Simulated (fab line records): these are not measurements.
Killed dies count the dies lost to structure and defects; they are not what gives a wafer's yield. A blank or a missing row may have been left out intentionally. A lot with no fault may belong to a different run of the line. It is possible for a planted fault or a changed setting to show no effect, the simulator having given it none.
A struck lot beside a sound one / flow berkeleyCmos170 / 44 out of 331 route steps
Sound: the wafers L351.1, L351.3, L351.6. Wafers L363.2, L363.5, L363.6 were the ones struck. The cause is named last.
At each step with rows: each side's tool, then ch and its chambers, then its first start. Under that, the readings that differ: sound wafers / struck wafers / difference of the means / sigmas: that difference in standard deviations of wafers without a fault.
alike: readings whose means differ by less than 2 such deviations, and words and numbers that are the same on both sides. not compared: withheld readings, readings that some wafer has no value for, bounds like >300 that may hide the same value, and numbers for which the record gives no deviation and whose values overlap.
Wherever a step has rows on one side only, a row that says differs or no value, or a row with sigmas, the two part there. Numbers that don't overlap but have no deviation are shown without sigmas and don't part them. A reading that every wafer of one side lacks parts them only if that side has two wafers or more.

first, 6 steps without rows for these wafers: UCB170_V1_HMDS_06 (prime time 60 s); UCB170_V1_COAT_07 (resist thk 900 nm); UCB170_V1_SOFTBAKE_08 (time 60 s); UCB170_V1_EXPOSE_09 (exposes mask VIA1, target cd 700 nm); UCB170_V1_PEB_10; UCB170_V1_DEVELOP_11 (develop time 45 s).
UCB170_V1_CD_MEAS_12: the cd target is 700 nm.
  struck on cdSem-01, day 12 03:25; sound on cdSem-01, day 9 14:50
  alike: cdNm
UCB170_V1_OVL_MEAS_13:
  struck on overlay-01, day 12 03:32; sound on overlay-02, day 9 14:57
  alike: V1_OVL
then, 2 steps without rows for these wafers: UCB170_V1_ETCH_14 (etches SiO2 in CHF3/CF4/Ar, stops on Al, target depth 1250 nm, time 291 s); UCB170_V1_STRIP_15 (strips in O2).
UCB170_V1_CD_MEAS_90: the cd target is 700 nm.
  struck on cdSem-02, day 12 03:52; sound on cdSem-01, day 9 15:16
reading=cdNm (nm); sound=703.3 700.6 700.3; struck=699.0 698.5 698.6; difference=-2.7; sigmas=-2
then, 1 step without rows for these wafers: UCB170_M2_PRE_CLEAN_00 (preclean etch time 60 s).
UCB170_M2_SPUTTER_01: material Al, target thk 900 nm, time 120 s.
  struck on pvdSputter-02, day 12 04:01; sound on pvdSputter-04, day 9 15:27
reading=model.Al_of_M2_SPUTTER_01.thkNm (nm); sound=897.5 900.6 908.5; struck=1088 1088 1089; difference=+186; sigmas=
  alike: chamberPressurePa, throttleValvePct
UCB170_M2_RS_MEAS_02: a four-point-probe measurement.
  struck on filmMetro-03, day 12 04:08; sound on filmMetro-01, day 9 15:32
reading=M2_AL_RS (ohm/sq); sound=0.03227 0.03209 0.03194; struck=0.02654 0.02651 0.02652; difference=-0.00558; sigmas=-21
UCB170_M2_THK_MEAS_03: measures by xrf.
  struck on filmMetro-03, day 12 04:14; sound on filmMetro-01, day 9 15:39
reading=M2_AL_THK (nm); sound=893 894 906; struck=1073 1081 1070; difference=+177; sigmas=+21
then, 3 steps without rows for these wafers: UCB170_M2_HMDS_04 (prime time 60 s); UCB170_M2_COAT_05 (resist thk 900 nm); UCB170_M2_SOFTBAKE_06 (time 60 s).
UCB170_M2_STRIP_07: strips in O2.
  sound on plasmaAsher-01 ch 0,1, day 9 16:22; struck on plasmaAsher-01 ch 0,1, day 12 04:47
  alike: drypumpMotorCurrentA, oesProductAu, stripTimeToEndpointS
  not compared: rfHoursCounterH
then, 7 steps without rows for these wafers: UCB170_M2_STRIP_08 (strips KrF in DMSO, time 600 s); UCB170_M2_COAT_09; UCB170_M2_COAT_10 (resist thk 900 nm); UCB170_M2_SOFTBAKE_11 (time 60 s); UCB170_M2_EXPOSE_12 (exposes mask METAL2, target cd 700 nm); UCB170_M2_PEB_13; UCB170_M2_DEVELOP_14 (develop time 45 s).
UCB170_M2_CD_MEAS_15: the cd target is 700 nm.
  struck on cdSem-02, day 12 06:20; sound on cdSem-02, day 9 17:38
  alike: cdNm
UCB170_M2_OVL_MEAS_16:
  struck on overlay-02, day 12 06:26; sound on overlay-01, day 9 17:45
  alike: M2_OVL
UCB170_M2_ETCH_17: etches BARC in N2/H2.
  sound on rieDiel-04 ch 1,2, day 9 17:47; struck on rieDiel-03 ch 1,2,3, day 12 06:28
  alike: drypumpMotorCurrentA, h2FlowSccm, oesProductAu, throttleValvePct
UCB170_M2_METAL_ETCH_18: etches Al in Cl2/BCl3, stops on SiO2, target depth 1170 nm, time 195 s.
  sound on rieMetal-04 ch 1, day 9 17:50; struck on rieMetal-04 ch 0, day 12 06:34
reading=oesProductAu (a.u.); sound=0.875 0.869 0.862; struck=0.952 0.944 0.943; difference=+0.078; sigmas=+6
  alike: drypumpMotorCurrentA, throttleValvePct
  not compared: rfHoursCounterH
UCB170_M2_STRIP_19: strips in O2.
  sound on plasmaAsher-04 ch 0,1, day 9 18:01; struck on plasmaAsher-03 ch 0,1, day 12 06:53
reading=oesProductAu (a.u.); sound=0.549 0.540 0.549; struck=0.519 0.520 0.520; difference=-0.026; sigmas=-2
  alike: drypumpMotorCurrentA
  not compared: rfHoursCounterH
UCB170_M2_CD_MEAS_90: the cd target is 700 nm.
  struck on cdSem-02, day 12 07:00; sound on cdSem-01, day 9 18:07
  alike: cdNm
UCB170_V2_CVD_00: deposits SiO2 from TEOS/O2, target thk 2000 nm, time 250 s.
  sound on pecvd-01 ch 1,2, day 9 18:14; struck on pecvd-03 ch 1,2, day 12 07:06
  alike: heaterPowerW
UCB170_V2_THK_MEAS_01:
  struck on filmMetro-03, day 12 07:16; sound on filmMetro-03, day 9 18:23
  alike: V2_TEOS_THK
UCB170_V2_CMP_02: polishes SiO2.
  sound on cmp-02 ch 1,3, day 9 18:27; struck on cmp-02 ch 0,1, day 12 07:19
  alike: motorCurrentA
UCB170_V2_BOW_MEAS_03:
  struck on filmMetro-04, day 12 07:38; sound on filmMetro-03, day 9 18:45
  alike: V2_BOW
UCB170_V2_THK_MEAS_04:
  struck on filmMetro-04, day 12 07:44; sound on filmMetro-03, day 9 18:52
  alike: V2_POLISHED_THK
then, 5 steps without rows for these wafers: UCB170_V2_CLEAN_05 (cleans in DIW); UCB170_V2_HMDS_06 (prime time 60 s); UCB170_V2_COAT_07 (resist thk 900 nm); UCB170_V2_SOFTBAKE_08 (time 60 s); UCB170_V2_EXPOSE_09 (exposes mask VIA2, target cd 700 nm).
UCB170_V2_ETCH_14: etches SiO2 in CHF3/CF4/Ar, stops on Al, target depth 1250 nm, time 291 s.
  sound on rieDiel-01 ch 0,1,2, day 9 21:00; struck on rieDiel-02 ch 2,3, day 12 08:58
reading=model.Al_of_M2_SPUTTER_01.thkNm (nm); sound=897.5 900.6 908.4; struck=1088 1088 1089; difference=+186; sigmas=
  alike: CHF3_flow_sccm, drypumpMotorCurrentA, oesProductAu, throttleValvePct
  not compared: rfHoursCounterH
UCB170_M3_PROBE_99:
  struck on prober-02, day 12 12:43; sound on prober-02, day 10 00:46
reading=model.etest.antennaM2.vtShiftV (V); sound=-0.01466 -0.01297 -0.01046; struck=-0.00993 -0.007606 -0.005038; difference=+0.00517; sigmas=

== WHERE THEY PART ==
Last at UCB170_M2_STRIP_19 as far as this record goes, first at UCB170_V1_CD_MEAS_90. Later steps at which nothing parts them and some readings are alike: UCB170_M2_CD_MEAS_90, UCB170_V2_CVD_00, UCB170_V2_THK_MEAS_01, UCB170_V2_CMP_02, UCB170_V2_BOW_MEAS_03, UCB170_V2_THK_MEAS_04, UCB170_V2_ETCH_14.

WHY: the cause the simulator had injected
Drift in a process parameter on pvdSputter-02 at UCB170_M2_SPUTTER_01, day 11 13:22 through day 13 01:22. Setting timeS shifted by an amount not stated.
